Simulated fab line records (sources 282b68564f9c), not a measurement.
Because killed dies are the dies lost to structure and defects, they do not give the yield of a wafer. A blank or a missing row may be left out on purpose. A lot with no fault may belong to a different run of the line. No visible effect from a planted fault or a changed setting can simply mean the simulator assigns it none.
Problem report in the 8D (eight disciplines) form, filled by code / flow ritCmos / the parts of the form that need people (team, actions taken, sign-off) are left out

## 1. THE PROBLEM
spinSpeedRpm at RIT_PWELL_COAT_01 reads a mean of 1743.1 rpm on 6 wafers of 2 lots; wafers without a fault read 1999.9 rpm with a standard deviation of 1.3. So: -99 or more standard deviations from the usual mean.
The step: resist thk 1300 nm.
Earliest sighting: wafer L649.1 on lithoTrack-01 at day 6 12:34. Wafers with a number at this step in the record: 42, from 14 lots. Rule for "out", or "out of limits": more than 4 standard deviations from the usual mean. The rest of the wafers with a number are treated as sound.

## 2. WHAT IT IS AND WHAT IT IS NOT
question=which readings at this step; is=spinSpeedRpm; is not=-
question=which lots; is=L649, L650; is not=L627, L628, L629, L631, L634, L636, L637, L638, L639, L640, L642, L648
question=which wafers of those lots; is=all that have a number; is not=-
question=read on which tools; is=lithoTrack-01; is not=lithoTrack-03, lithoTrack-04
question=when; is=from day 6 12:34; is not=up to then (36 sound wafers)

## 3. WHAT RULES OUT EACH SUSPECT
Counting: a tool at a process step up to the reading stays a suspect if it ran every lot that is out and no sound lot after the first of them.
- lithoTrack-01 at RIT_PWELL_COAT_01 (resist thk 1300 nm): kept. All lots that are out passed through it, beginning with L649 at day 6 12:34, and no sound lot followed; its final sound lot before that point was L642 at day 5 04:09. Out on those wafers are its own readings of spinSpeedRpm.
Left after counting: lithoTrack-01 at RIT_PWELL_COAT_01.

## 4. THE CAUSE (what the simulator had put in)
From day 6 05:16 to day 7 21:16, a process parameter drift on lithoTrack-01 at RIT_PWELL_COAT_01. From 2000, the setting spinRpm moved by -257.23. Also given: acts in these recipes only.
This tool alone remained once counting was done.

## 5. THE EFFECT CHAIN, in route order
One row per reading whose mean, taken over the struck wafers that have a number, lies over 3 standard deviations from the usual. Scope: only readings with a usual standard deviation given in the record; hours: median across lots of the time from each lot's start at the first step in this table that gives one to its start at this step; sigmas: change in usual standard deviations.
hours=0; step=RIT_PWELL_COAT_01; reading=spinSpeedRpm; usual=1999.9 rpm; on struck wafers=1743.1; change=-256.8; sigmas=-99 or more
The process steps in it:
- RIT_PWELL_COAT_01: resist thk 1300 nm.

## 6. HOW IT WOULD HAVE BEEN CAUGHT EARLIER
In this record no reading fell out of limits until day 6 12:34, 7 hours after the fault had begun at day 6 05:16.
